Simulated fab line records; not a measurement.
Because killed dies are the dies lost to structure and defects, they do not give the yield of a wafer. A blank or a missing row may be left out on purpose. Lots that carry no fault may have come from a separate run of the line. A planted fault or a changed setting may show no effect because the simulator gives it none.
What tool caused it?    flow berkeley cmos170    21 wafers sampled from 7 lots at 1 step of a route of 331

== WHAT EACH GAUGE READ, for each wafer ==
UCB170_PWELL_TW_MEAS_17.
lot   measured     on             PWELL_TW
L477  day 3 01:18  film metro-01  380 383 381
L481  day 3 22:57  film metro-03  378 377 379
L483  day 4 12:35  film metro-03  377 377 375
L487  day 5 14:59  film metro-01  384 385 386
L492  day 6 16:56  film metro-01  386 387 387
L497  day 7 13:49  film metro-01  385 384 384
L499  day 7 18:29  film metro-01  383 384 384

== EACH LOT AND THE TOOL THAT RAN IT (in order: tool; ch and the chambers of the sampled wafers; start) ==
Before these readings, the record contains no process step.

== THE ANSWER, worked out from the rows above alone ==
Rule: the lots themselves supply what counts as usual. The widest of any qualifying gaps counts: lots, ordered by their means at a reading, are off when they make up no more than a third of the lots, leave a main group of 4 or more, and stand apart from it by 3 or more times the standard deviation of that group's means. If all means in a main group match to the digits the tables above print for the reading, that group is not used. A lot without any number at a reading at which 4 lots or more have one is off too. All remaining lots with rows at the step are treated as sound.
Across all readings shown, no lot is off: no conclusion can be drawn from this.

== WHAT THE SIMULATOR HAD INSERTED ==
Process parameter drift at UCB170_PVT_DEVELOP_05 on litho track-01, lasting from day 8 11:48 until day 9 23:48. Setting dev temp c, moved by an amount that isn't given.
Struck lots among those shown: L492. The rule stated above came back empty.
